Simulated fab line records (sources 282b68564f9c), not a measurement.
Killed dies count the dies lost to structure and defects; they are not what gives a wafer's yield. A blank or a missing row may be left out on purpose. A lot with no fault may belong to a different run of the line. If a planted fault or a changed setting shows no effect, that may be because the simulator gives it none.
2 desks, one fault + flow ritCmos + what lay behind the numbers comes last; until then each desk has only its own

== AT THE TOOL OWNER'S DESK: rtpAnneal-02 ==
Per lot that ran on this tool, the mean of the sampled wafers carrying a number, from the tool's own readings at RIT_SDANNEAL_RTA_03 (time 5 s). Any lot whose mean is over 4 standard deviations away from the usual mean is out of limits and marked OUT; that distance is given in the brackets.
Columns: A = wafer_temp_C_max at RIT_SDANNEAL_RTA_03, usual 1053.4
| lot  | first seen here | A      |
|------|-----------------|--------|
| L832 | day 3 02:08     | 1054.0 |
| L834 | day 3 13:20     | 1053.7 |
| L836 | day 3 22:48     | 1053.3 |
| L838 | day 4 11:04     | 1053.1 |
| L840 | day 4 22:49     | 1053.1 |
| L846 | day 6 03:05     | 1053.4 |
| L848 | day 6 14:49     | 1053.2 |
This desk's finding: nothing out of limits on any of the 7 lots.

== FROM THE METROLOGY DESK ==
What the gauges read, lot by lot, whatever tool the lot ran on: means of the sampled wafers that have a number. Any lot whose mean is over 4 standard deviations away from the usual mean is out of limits and marked OUT; that distance is given in the brackets.
Columns: A = PSD_RS at RIT_SDANNEAL_RS_MEAS_04, usual 115.9 ohm/sq; B = PLDD_RS at RIT_SDANNEAL_RS_MEAS_06, usual 180.2 ohm/sq
| lot  | first seen here | A                | B     |
|------|-----------------|------------------|-------|
| L832 | day 3 02:12     | 116.2            | 181.5 |
| L833 | day 3 08:43     | 115.9            | 180.6 |
| L834 | day 3 13:23     | 115.9            | 180.4 |
| L836 | day 3 22:52     | 115.7            | 180.0 |
| L837 | day 4 02:05     | 116.1            | 180.2 |
| L838 | day 4 11:08     | 116.0            | 179.8 |
| L839 | day 4 17:44     | 115.2            | 179.7 |
| L840 | day 4 22:52     | 115.3            | 179.5 |
| L841 | day 5 01:22     | 115.9            | 180.2 |
| L846 | day 6 03:11     | 114.0 (-5.9) OUT | 178.4 |
| L848 | day 6 14:52     | 114.2 (-5.1) OUT | 178.5 |
| L851 | day 7 05:37     | 115.7            | 179.8 |
| L853 | day 7 11:04     | 115.8            | 180.6 |
| L855 | day 7 20:28     | 115.6            | 179.8 |
Finding of this desk: L846, L848 out of limits, first seen on L846 at day 6 03:11 (PSD_RS at RIT_SDANNEAL_RS_MEAS_04). L832, L833, L834, L836, L837, L838, L839, L840, L841, L851, L853, L855: within limits.

== TAKEN TOGETHER ==
L846, L848 would have let the metrology desk raise an alarm at day 6 03:11.
The tool owner's desk saw nothing out of limits.
Tool owner's desk: L846, L848 on record, inside its limits.
On rtpAnneal-02, each named lot ran RIT_SDANNEAL_RTA_03.

== WHAT HAD BEEN PUT IN BY THE SIMULATOR ==
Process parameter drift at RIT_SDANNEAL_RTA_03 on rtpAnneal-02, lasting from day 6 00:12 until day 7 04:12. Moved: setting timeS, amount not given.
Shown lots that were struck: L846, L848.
Delay in hours, fault start to first out-of-limits reading, per desk: metrology desk 3.
